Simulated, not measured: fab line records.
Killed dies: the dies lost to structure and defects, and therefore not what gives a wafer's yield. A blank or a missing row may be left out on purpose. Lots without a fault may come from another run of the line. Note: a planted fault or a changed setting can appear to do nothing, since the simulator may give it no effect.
fab line records	flow berkeley_cmos170
record: lots: 5	wafers: 15	last_day: 11
route steps=331 shown M1@244 V1@254
lots that met no fault: taken from a fault-free run of the same line
start_h: hours from the record's first day to the start of the lot's first wafer shown	wait_h: how many hours have passed since the lot's step before this one	" unchanged from the row above	L1.1+2: a row that stands for several wafers	- value missing, or start not given	* or withheld: withheld	< > ~ a bound
route shown NAME@n: a module of which the file shows steps, and the number in the route of the first	usual: mean/standard deviation taken from wafers without a fault	same: alike in all rows	chamber/n: place in a boat	sites: the reading at each site	_std_site: the standard deviation of these	_edge_site: inner sites' mean taken away from outer sites' mean	radius_mm: how far each site lies from the wafer's centre	mask NAME#n: copy n	behind: the tool/chamber that last shaped the wafer	hold: the reason the lot was held/the length of the hold in hours/how it ended	device: which transistor (n, p or np) failed to switch	end of line: tests of these same wafers at the route's end	a step without rows: its recipe alone	killed: dies that structure and defects cost at the first sort, which is not the same as the wafer's yield	map: the dies of a wafer, with x for killed, . for not killed, _ for no die there
set.NAME: the setting that was run; set.NAME@STEP: the one run at that earlier step	model.NAME: the simulator's own value behind a step, which no gauge read
lots at some steps of the route; a table a step, a row a wafer
services: the hour from which a tool's chamber was out of use, counted from the record's first day as start_h (under 0 if before that day), plus the number of hours and why
== steps ==
step: UCB170_M1_EXPOSE_06
recipe: mask_id: METAL1	target_cd_nm: 700	na: 0.5	sigma_outer: 0.6	source_shape: conventional	dose_mj: 21
step: UCB170_M1_PEB_07
recipe: peb_temp_c: 130	peb_time_s: withheld	resist: KrF
step: UCB170_M1_DEVELOP_08
recipe: developer: TMAH	develop_time_s: 45	resist: KrF	dev_temp_c: 21
step: UCB170_M1_CD_MEAS_09
recipe: target_cd_nm: 700
usual: cd_nm: 699.8/1.4
lot.wafer	tool	chamber	start_h	wait_h	cd_nm
L132.1	cd_sem-02	-	126.89	-	699.5
L132.3	"	-	"	"	700.4
L132.4	"	-	"	"	700.3
L134.3	cd_sem-01	-	156.10	-	701.0
L134.5	"	-	"	"	700.6
L134.6	"	-	"	"	702.1
L135.3	cd_sem-01	-	160.13	-	696.6
L135.4	"	-	"	"	696.7
L135.6	"	-	"	"	698.1
L133.1	cd_sem-01	-	166.24	-	700.9
L133.3	"	-	"	"	700.2
L133.6	"	-	"	"	700.9
L149.3	cd_sem-01	-	231.59	-	700.4
L149.4	"	-	"	"	698.9
L149.5	"	-	"	"	700.4
step: UCB170_M1_OVL_MEAS_10
usual: M1_OVL: 2/6.5
lot.wafer	tool	chamber	start_h	wait_h	M1_OVL[nm]
L132.1	overlay-02	-	127.01	0.1	15
L132.3	"	-	"	"	16
L132.4	"	-	"	"	8
L134.3	overlay-02	-	156.19	0.1	-10
L134.5	"	-	"	"	-7
L134.6	"	-	"	"	-7
L135.3	overlay-01	-	160.22	0.1	-3
L135.4	"	-	"	"	0
L135.6	"	-	"	"	1
L133.1	overlay-01	-	166.36	0.1	0
L133.3	"	-	"	"	5
L133.6	"	-	"	"	6
L149.3	overlay-01	-	231.68	0.1	4
L149.4	"	-	"	"	-1
L149.5	"	-	"	"	-3
step: UCB170_M1_ETCH_11
recipe: chemistry: N2/H2	target_depth_a: withheld	overetch_a: withheld	target: BARC	time_s: withheld	source_w: 500	bias_w: 100	pressure_mtorr: 30	n2_flow_sccm: 100	h2_flow_sccm: 200
usual: drypump_motor_current_A: 5.6/0.45	n2_flow_sccm: 100.0/0.31	oes_product_au: 0.990/0.017	throttle_valve_pct: 13.35/0.25
lot.wafer	tool	chamber	start_h	wait_h	drypump_motor_current_A	n2_flow_sccm	oes_product_au	throttle_valve_pct
L132.1	rie_diel-02	0	127.05	0.0	6.6	100.0	0.970	13.29
L132.3	"	2	"	"	5.6	100.4	1.011	13.63
L132.4	"	3	"	"	5.5	99.7	0.993	13.40
L134.3	rie_diel-04	3	156.21	0.0	5.2	100.3	1.005	12.99
L134.5	"	0	"	"	5.1	99.9	0.967	13.15
L134.6	"	3	"	"	5.1	100.0	1.007	12.99
L135.3	rie_diel-01	2	160.25	0.0	5.9	99.8	1.011	13.41
L135.4	"	3	"	"	5.1	99.7	1.020	13.87
L135.6	"	2	"	"	5.9	99.9	1.011	13.40
L133.1	rie_diel-01	2	166.40	0.0	5.9	100.3	1.006	13.41
L133.3	"	3	"	"	5.1	99.5	1.016	13.87
L133.6	"	0	"	"	5.1	100.1	0.996	13.54
L149.3	rie_diel-04	1	231.71	0.0	6.1	99.3	0.979	13.38
L149.4	"	2	"	"	5.8	99.4	0.998	13.48
L149.5	"	1	"	"	6.0	100.0	0.975	13.38
step: UCB170_M1_METAL_ETCH_12
recipe: chemistry: Cl2/BCl3	target: Al	stop_on: PSG	pressure_mtorr: 12	target_depth_a: 7800	over_etch_frac: 0.3	time_s: 130	icp_w: 600	bias_w: 120	Cl2_flow_sccm: 90	bcl3_flow_sccm: 45
usual: drypump_motor_current_A: 6.0/0.48	oes_product_au: 0.855/0.019	throttle_valve_pct: 24.32/0.18
lot.wafer	tool	chamber	start_h	wait_h	drypump_motor_current_A	oes_product_au	rf_hours_counter_h	throttle_valve_pct
L132.1	rie_metal-01	0	127.09	-	5.4	0.870	1	24.58
L132.3	"	0	"	"	5.5	0.870	-	24.58
L132.4	"	1	"	"	6.0	0.852	-	24.20
L134.3	rie_metal-04	1	156.35	-	6.6	0.837	-	24.14
L134.5	"	1	"	"	6.5	0.837	-	24.15
L134.6	"	1	"	"	6.6	0.850	-	24.14
L135.3	rie_metal-01	1	160.38	-	6.0	0.840	-	24.19
L135.4	"	1	"	"	6.0	0.851	-	24.20
L135.6	"	1	"	"	6.0	0.846	-	24.20
L133.1	rie_metal-04	0	166.44	-	5.9	0.875	0	24.30
L133.3	"	0	"	"	5.9	0.877	-	24.29
L133.6	"	0	"	"	5.9	0.879	-	24.30
L149.3	rie_metal-03	0	231.79	-	5.3	0.818	-	24.58
L149.4	"	1	"	"	6.6	0.841	-	24.37
L149.5	"	1	"	"	6.6	0.839	-	24.37
step: UCB170_M1_STRIP_13
recipe: chemistry: O2	power_w: 400	pressure_mtorr: 3500	platen_temp_c: withheld	o2_flow_sccm: 400	overash_fraction: 0.5
usual: drypump_motor_current_A: 5.5/0.36	oes_product_au: 0.720/0.0042
same: overash_fraction: 0.5
lot.wafer	tool	chamber	start_h	wait_h	drypump_motor_current_A	oes_product_au	rf_hours_counter_h
L132.1	plasma_asher-03	0	127.23	0.1	5.2	0.710	45
L132.3	"	0	"	"	5.2	0.715	-
L132.4	"	1	"	"	5.0	0.710	-
L134.3	plasma_asher-04	0	156.56	0.2	5.5	0.722	-
L134.5	"	0	"	"	5.6	0.712	-
L134.6	"	1	"	"	5.6	0.724	-
L135.3	plasma_asher-02	0	160.59	0.2	5.8	0.718	-
L135.4	"	1	"	"	6.3	0.719	-
L135.6	"	0	"	"	5.8	0.717	-
L133.1	plasma_asher-03	1	166.71	0.2	5.0	0.720	49
L133.3	"	0	"	"	5.2	0.717	-
L133.6	"	0	"	"	5.2	0.724	-
L149.3	plasma_asher-04	1	231.92	0.1	5.6	0.723	-
L149.4	"	0	"	"	5.5	0.724	-
L149.5	"	1	"	"	5.6	0.720	-
step: UCB170_M1_CD_MEAS_90
recipe: target_cd_nm: 700
usual: cd_nm: 700.2/2.3
lot.wafer	tool	chamber	start_h	wait_h	cd_nm
L132.1	cd_sem-01	-	127.33	0.1	699.3
L132.3	"	-	"	"	699.8
L132.4	"	-	"	"	700.7
L134.3	cd_sem-02	-	156.66	0.1	702.1
L134.5	"	-	"	"	700.5
L134.6	"	-	"	"	703.5
L135.3	cd_sem-02	-	160.69	0.1	696.6
L135.4	"	-	"	"	697.0
L135.6	"	-	"	"	698.1
L133.1	cd_sem-01	-	166.81	0.1	699.0
L133.3	"	-	"	"	699.3
L133.6	"	-	"	"	699.8
L149.3	cd_sem-02	-	232.20	0.3	702.2
L149.4	"	-	"	"	700.9
L149.5	"	-	"	"	702.3
step: UCB170_M1_ANNEAL_14
recipe: temp_c: 400	time_s: 1200	ambient: forming_gas
step: UCB170_V1_CVD_00
recipe: material: SiO2	target_thk_nm: 2000	temp_c: 390	precursor: TEOS/O2	time_s: 250	rf_w: 550	pressure_mtorr: 9000
usual: heater_power_w: 247/55
lot.wafer	tool	chamber	start_h	wait_h	heater_power_w
L132.1	pecvd-03	1	134.76	0.2	237
L132.3	"	2	"	"	203
L132.4	"	0	"	"	195
L134.3	pecvd-03	2	160.85	0.1	147
L134.5	"	2	"	"	211
L134.6	"	1	"	"	165
L135.3	pecvd-01	0	165.04	0.0	397
L135.4	"	0	"	"	292
L135.6	"	2	"	"	188
L133.1	pecvd-04	1	171.59	0.0	254
L133.3	"	0	"	"	290
L133.6	"	2	"	"	291
L149.3	pecvd-03	0	236.30	0.0	254
L149.4	"	2	"	"	217
L149.5	"	0	"	"	189
step: UCB170_V1_THK_MEAS_01
recipe: reads: SiO2_of_V1_CVD_00
usual: V1_TEOS_THK: 2001/28
lot.wafer	tool	chamber	start_h	wait_h	V1_TEOS_THK[nm]
L132.1	film_metro-04	-	134.91	0.1	2028
L132.3	"	-	"	"	2020
L132.4	"	-	"	"	2072
L134.3	film_metro-04	-	161.03	0.1	2014
L134.5	"	-	"	"	1980
L134.6	"	-	"	"	2034
L135.3	film_metro-03	-	165.21	0.1	1985
L135.4	"	-	"	"	2023
L135.6	"	-	"	"	2008
L133.1	film_metro-02	-	171.74	0.1	1990
L133.3	"	-	"	"	1996
L133.6	"	-	"	"	2045
L149.3	film_metro-04	-	236.48	0.1	1946
L149.4	"	-	"	"	2019
L149.5	"	-	"	"	1976
step: UCB170_V1_CMP_02
recipe: material: SiO2	down_force_psi: 6	platen_rpm: 60	pad_velocity_m_s: 0.75398
usual: head_pressure_psi: 6.000/0.011	motor_current_A: 16.2/1.3
lot.wafer	tool	chamber	start_h	wait_h	head_pressure_psi	motor_current_A	model.SiO2_of_V1_CVD_00.thk_nm
L132.1	cmp-01	2	135.12	0.2	6.012	17.1	998.9
L132.3	"	3	"	"	6.021	14.9	999.4
L132.4	"	1	"	"	6.007	15.4	1001
L134.3	cmp-01	1	161.22	0.2	6.016	16.0	998.7
L134.6	"	2	"	"	6.014	18.0	998.6
L134.5	"	3	"	"	6.011	15.5	999.3
L135.4	cmp-02	3	165.30	0.1	6.004	16.2	1000
L135.3	"	0	"	"	6.009	16.2	1002
L135.6	"	2	"	"	6.016	13.9	1002
L133.3	cmp-01	1	171.85	0.1	6.006	15.2	1000
L133.1	"	3	"	"	5.975	14.6	997.8
L133.6	"	0	"	"	6.009	19.0	1248
L149.4	cmp-02	2	236.52	0.0	5.990	13.6	999.9
L149.3	"	1	"	"	5.994	16.3	999.3
L149.5	"	3	"	"	6.016	15.8	998.9
step: UCB170_V1_BOW_MEAS_03
recipe: mode: bow
usual: V1_BOW: 20/6.1
lot.wafer	tool	chamber	start_h	wait_h	V1_BOW[um]
L132.1	film_metro-03	-	135.42	0.2	19
L132.3	"	-	"	"	12
L132.4	"	-	"	"	19
L134.3	film_metro-02	-	161.41	0.1	21
L134.5	"	-	"	"	35
L134.6	"	-	"	"	21
L135.3	film_metro-04	-	165.59	0.2	16
L135.4	"	-	"	"	30
L135.6	"	-	"	"	11
L133.1	film_metro-04	-	172.10	0.1	20
L133.3	"	-	"	"	29
L133.6	"	-	"	"	31
L149.3	film_metro-03	-	236.86	0.1	24
L149.4	"	-	"	"	12
L149.5	"	-	"	"	16
step: UCB170_V1_THK_MEAS_04
recipe: reads: SiO2_of_V1_CVD_00
usual: V1_POLISHED_THK: 999.9/1.3
lot.wafer	tool	chamber	start_h	wait_h	V1_POLISHED_THK[nm]
L132.1	film_metro-03	-	135.54	0.1	999.0
L132.3	"	-	"	"	999.1
L132.4	"	-	"	"	1001.4
L134.3	film_metro-02	-	161.51	0.1	998.0
L134.5	"	-	"	"	998.7
L134.6	"	-	"	"	998.8
L135.3	film_metro-04	-	165.69	0.1	1001.7
L135.4	"	-	"	"	999.6
L135.6	"	-	"	"	1002.1
L133.1	film_metro-04	-	172.22	0.1	998.2
L133.3	"	-	"	"	999.8
L133.6	"	-	"	"	1247.3
L149.3	film_metro-03	-	236.96	0.1	1000.1
L149.4	"	-	"	"	1000.0
L149.5	"	-	"	"	998.9
step: UCB170_V1_CLEAN_05
recipe: chemistry: DIW
step: UCB170_V1_HMDS_06
recipe: prime_time_s: 60	prime_temp_c: 100
step: UCB170_V1_COAT_07
recipe: resist: KrF	spin_rpm: 1500	resist_thk_nm: 900
step: UCB170_V1_SOFTBAKE_08
recipe: resist: KrF	temp_c: 130	time_s: 60
step: UCB170_V1_EXPOSE_09
recipe: mask_id: VIA1	target_cd_nm: 700	na: 0.5	sigma_outer: 0.6	source_shape: conventional	dose_mj: 37
step: UCB170_V1_PEB_10
recipe: peb_temp_c: 130	peb_time_s: withheld	resist: KrF
step: UCB170_V1_DEVELOP_11
recipe: developer: TMAH	develop_time_s: 45	resist: KrF	dev_temp_c: 21
step: UCB170_V1_CD_MEAS_12
recipe: target_cd_nm: 700
usual: cd_nm: 700.1/1.7
lot.wafer	tool	chamber	start_h	wait_h	cd_nm
L132.1	cd_sem-01	-	137.16	-	699.9
L132.3	"	-	"	"	701.4
L132.4	"	-	"	"	699.2
L134.3	cd_sem-01	-	165.90	-	701.2
L134.5	"	-	"	"	702.7
L134.6	"	-	"	"	703.3
L135.3	cd_sem-01	-	167.12	-	698.0
L135.4	"	-	"	"	698.6
L135.6	"	-	"	"	697.9
L133.1	cd_sem-01	-	175.68	-	697.7
L133.3	"	-	"	"	698.2
L133.6	"	-	"	"	698.6
L149.3	cd_sem-01	-	242.40	-	702.0
L149.4	"	-	"	"	700.9
L149.5	"	-	"	"	701.3
step: UCB170_V1_OVL_MEAS_13
usual: V1_OVL: 2/6.8
lot.wafer	tool	chamber	start_h	wait_h	V1_OVL[nm]
L132.1	overlay-02	-	137.28	0.1	4
L132.3	"	-	"	"	6
L132.4	"	-	"	"	11
L134.3	overlay-01	-	166.00	0.1	1
L134.5	"	-	"	"	3
L134.6	"	-	"	"	3
L135.3	overlay-01	-	167.22	0.1	-1
L135.4	"	-	"	"	3
L135.6	"	-	"	"	3
L133.1	overlay-01	-	175.80	0.1	2
L133.3	"	-	"	"	2
L133.6	"	-	"	"	10
L149.3	overlay-02	-	242.49	0.1	-3
L149.4	"	-	"	"	-4
L149.5	"	-	"	"	-5
step: UCB170_V1_ETCH_14
recipe: chemistry: CHF3/CF4/Ar	target: SiO2	stop_on: Al	CHF3_flow_sccm: 45	cf4_flow_sccm: 15	Ar_flow_sccm: 150	pressure_mtorr: 200	rf_w: 700	target_depth_a: 12500	over_etch_frac: 0.25	time_s: 291
usual: drypump_motor_current_A: 5.7/0.42	mfc_ar_sccm: 150.0/0.45	oes_product_au: 0.875/0.014	throttle_valve_pct: 7.01/0.15
lot.wafer	tool	chamber	start_h	wait_h	drypump_motor_current_A	mfc_ar_sccm	oes_product_au	rf_hours_counter_h	throttle_valve_pct	model.etch.depth_nm	model.V1.feature_depth_nm
L132.1	rie_diel-01	0	137.31	0.0	5.1	149.5	0.866	135	7.16	998.9	998.9
L132.3	"	2	"	"	5.9	150.0	0.873	35	6.96	999.4	999.5
L132.4	"	3	"	"	5.1	150.5	0.878	6	7.23	1001	1001
L134.3	rie_diel-02	2	166.02	0.0	5.6	150.2	0.862	29	7.16	998.7	998.9
L134.5	"	0	"	"	6.6	149.8	0.852	-	6.93	999.3	999.3
L134.6	"	3	"	"	5.6	149.9	0.876	-	6.94	998.6	998.6
L135.3	rie_diel-03	3	167.24	0.0	6.2	149.8	0.895	16	7.01	1002	1002
L135.4	"	0	"	"	6.0	150.3	0.894	111	6.96	1000	1001
L135.6	"	0	"	"	6.0	151.0	0.892	-	6.97	1002	1002
L133.1	rie_diel-03	0	175.84	0.0	5.9	150.3	0.898	112	6.97	997.8	998.2
L133.3	"	1	"	"	6.0	149.8	0.883	101	7.06	1000	1000
L133.6	"	1	"	"	6.0	149.8	1.008	-	7.06	1245	1245
L149.3	rie_diel-03	3	242.52	0.0	6.2	150.0	0.894	21	7.01	999.3	999.3
L149.4	"	2	"	"	5.7	150.3	0.850	21	6.85	999.9	999.9
L149.5	"	2	"	"	5.7	150.1	0.864	-	6.86	998.9	998.9
step: UCB170_V1_STRIP_15
recipe: chemistry: O2	power_w: 400	pressure_mtorr: 3500	platen_temp_c: withheld	o2_flow_sccm: 400	overash_fraction: 0.5
usual: drypump_motor_current_A: 5.9/0.37	oes_product_au: 0.722/0.0042	strip_time_to_endpoint_s: 15.32/0.11
same: overash_fraction: 0.5
lot.wafer	tool	chamber	start_h	wait_h	drypump_motor_current_A	oes_product_au	rf_hours_counter_h	strip_time_to_endpoint_s
L132.1	plasma_asher-01	0	137.49	0.1	6.5	0.729	34	15.39
L132.3	"	1	"	"	5.6	0.718	-	15.26
L132.4	"	0	"	"	6.6	0.713	-	15.27
L134.3	plasma_asher-01	0	166.23	0.1	6.6	0.721	-	15.30
L134.5	"	0	"	"	6.5	0.728	-	15.38
L134.6	"	1	"	"	5.6	0.721	-	15.49
L135.3	plasma_asher-02	1	167.45	0.1	6.3	0.727	-	15.38
L135.4	"	0	"	"	5.8	0.723	-	15.24
L135.6	"	0	"	"	5.8	0.726	-	15.17
L133.1	plasma_asher-04	0	176.02	0.1	5.5	0.722	5	15.27
L133.3	"	1	"	"	5.5	0.717	-	15.37
L133.6	"	1	"	"	5.6	0.714	-	15.37
L149.3	plasma_asher-04	0	242.73	0.1	5.5	0.725	-	15.30
L149.4	"	1	"	"	5.6	0.725	-	15.46
L149.5	"	1	"	"	5.6	0.717	-	15.40
== services ==
tool	chamber	start_h	hours	kind
rie_diel-03	3	103.48	9.1	repair
plasma_asher-01	-	106.77	0.6	repair
rie_diel-04	0	108.54	2.5	repair
rie_diel-03	-	108.58	15.6	pm
plasma_asher-04	-	108.75	9.0	pm
plasma_asher-01	-	108.90	4.3	pm
rie_diel-04	2	132.72	11.0	repair
rie_diel-01	0	133.49	3.4	repair
pecvd-03	-	135.50	14.0	pm
plasma_asher-02	-	137.11	2.8	repair
plasma_asher-02	-	147.98	0.8	repair
rie_diel-02	1	152.47	11.8	repair
pecvd-03	-	154.56	0.8	pm
pecvd-03	0	157.72	5.3	repair
pecvd-03	-	157.98	1.6	repair
pecvd-03	0	172.99	8.9	repair
cmp-01	-	175.29	0.8	repair
cmp-01	-	180.49	4.0	pm
rie_diel-03	1	183.67	11.2	repair
cmp-01	-	186.50	0.3	repair
rie_diel-03	0	188.76	38.8	repair
cmp-01	-	197.80	8.1	pm
cmp-01	-	231.98	11.4	pm
cmp-01	-	241.92	2.3	repair
== key ==
first_sign: step: UCB170_V1_THK_MEAS_04	reading: V1_POLISHED_THK	direction: up	sigmas: 99+	usual: 999.9	struck: 1247.3
effect: step: UCB170_V1_ETCH_14	reading: oes_product_au	direction: up	sigmas: 9.2	usual: 0.875	struck: 1.008
model_effect: step: UCB170_V1_CMP_02	value: SiO2_of_V1_CVD_00.thk_nm	without: 998	struck: 1248
model_effect: step: UCB170_V1_ETCH_14	value: etch.depth_nm	without: 998	struck: 1245
met_at UCB170_V1_CMP_02
struck_wafers L133.6
later_rows_left_out L133.6
sort_left_out L133.6
fault: kind: process_parameter_drift	tool: cmp-01	chamber: 0	onset_h: 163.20	steps: UCB170_V1_CMP_02	channel: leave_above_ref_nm	offset: 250	shape: step	end_h: 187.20	acts_in: these_recipes_only	stated: 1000
sort_left_out: the simulated sort isn't trusted on such a fault, so these wafers' sort isn't shown, and their yield isn't known
later_rows_left_out: the simulator's readings of these wafers behind a module that went badly wrong aren't trusted and aren't shown, but for the sort
